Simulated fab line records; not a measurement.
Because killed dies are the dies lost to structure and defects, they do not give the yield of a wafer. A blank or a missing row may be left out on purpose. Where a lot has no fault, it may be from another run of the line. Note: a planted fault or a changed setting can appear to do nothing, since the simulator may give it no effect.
2 desks, one fault ; flow berkeley-cmos170 ; each desk holds nothing but its own numbers, with what lay behind them at the end

## THE METROLOGY DESK
What the gauges read for every lot (on any tool): the sampled wafers with a number, averaged. A lot is out of limits, marked OUT, if its mean lies more than 4 standard deviations from the usual mean; the brackets give that distance.
Columns: A = ACTIVE_OVL at UCB170_ACTIVE_OVL_MEAS_14, usual 3 nm; B = cd-nm at UCB170_GATE_CD_MEAS_12, usual 350.0 nm; C = PSD_TW at UCB170_PSD_TW_MEAS_10, usual 2322; D = cd-nm at UCB170_NSD_CD_MEAS_06, usual 1199.8 nm; E = PSD_RS at UCB170_SDANNEAL_RS_MEAS_02, usual 75.6 ohm/sq
lot;first seen here;A;B;C;D;E
L948;day 4 02:05;-5;350.2;2325;1199.7;75.5
L949;day 4 02:34;-3;351.1;2320;1199.3;75.8
L951;day 4 13:23;9;350.8;2328;1198.2;76.0
L950;day 4 13:40;2;352.7;2312;1198.5;75.2
L952;day 4 23:30;-1;348.1;2327;1200.0;75.7
L953;day 4 23:41;5;349.6;2311;1200.5;75.2
L955;day 5 14:45;2;350.1;2319;1196.6;74.8
L956;day 5 20:25;5;349.3;2309;1200.9;76.1
L957;day 5 20:35;6;348.0;2315;1199.0;75.2
L959;day 6 13:13;4;348.2;2334;1198.8;75.6
L962;day 7 11:29;-3;350.7;1935 (-23) OUT;1201.7;113.3 (+99 or more) OUT
L967;day 8 23:22;5;351.1;1951 (-22) OUT;1201.4;114.8 (+99 or more) OUT
L969;day 9 05:08;6;350.7;2293;1202.2;75.4
L970;day 9 05:32;4;351.3;2347;1199.4;75.6
This desk reports L962, L967 out of limits; the earliest was L962 at day 10 00:10 (PSD_TW at UCB170_PSD_TW_MEAS_10). L948, L949, L951, L950, L952, L953, L955, L956, L957, L959, L969, L970: within limits.

## AT THE TOOL OWNER'S DESK: implanter-03
The tool's own readings at UCB170_PSD_IMPLANT_08: means of the sampled wafers that have a number, for each lot that ran on this tool. A lot is out of limits, marked OUT, if its mean lies more than 4 standard deviations from the usual mean; the brackets give that distance.
Columns: A = beam-on-s at UCB170_PSD_IMPLANT_08, usual 10.01 s; B = dose-ions-cm2 at UCB170_PSD_IMPLANT_08, usual 3e+15; C = end-station-pressure-torr at UCB170_PSD_IMPLANT_08, usual 1.26e-05 Torr; D = faraday-current-uA at UCB170_PSD_IMPLANT_08, usual 9251
lot;first seen here;A;B;C;D
L948;day 6 10:52;9.93;3e+15;1.25e-05;9301
L950;day 7 03:41;9.97;3e+15;1.25e-05;9277
L952;day 7 16:35;9.92;3e+15;1.27e-05;9327
L955;day 8 05:01;9.99;3e+15;1.33e-05;9282
L957;day 8 13:08;9.99;3e+15;1.18e-05;9246
L959;day 9 05:28;10.06;3e+15;1.27e-05;9196
L962;day 9 23:55;10.07;2e+15 (-99 or more) OUT;8.87e-06 (-6.0) OUT;5115 (-23) OUT
L967;day 10 20:58;9.89;2e+15 (-99 or more) OUT;9.30e-06 (-5.3) OUT;5208 (-22) OUT
This desk's verdict: out of limits on L962, L967, starting with L962 at day 9 23:55 (dose-ions-cm2 at UCB170_PSD_IMPLANT_08). L948, L950, L952, L955, L957, L959: within limits.

## ALL TOGETHER
On L962, L967, at day 9 23:55, an alarm was possible from the tool owner's desk.
Metrology desk: alarm possible at day 10 00:10 on L962, L967.
The lots listed all ran UCB170_PSD_IMPLANT_08 on implanter-03.

## WHAT WAS PUT IN BY THE SIMULATOR
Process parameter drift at UCB170_PSD_IMPLANT_08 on implanter-03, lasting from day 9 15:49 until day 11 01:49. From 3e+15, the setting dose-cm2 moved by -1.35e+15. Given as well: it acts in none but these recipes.
Shown lots that were struck: L962, L967.
Hours from the fault's start to each desk's first reading out of limits: the tool owner's desk, 8; the metrology desk, 8.
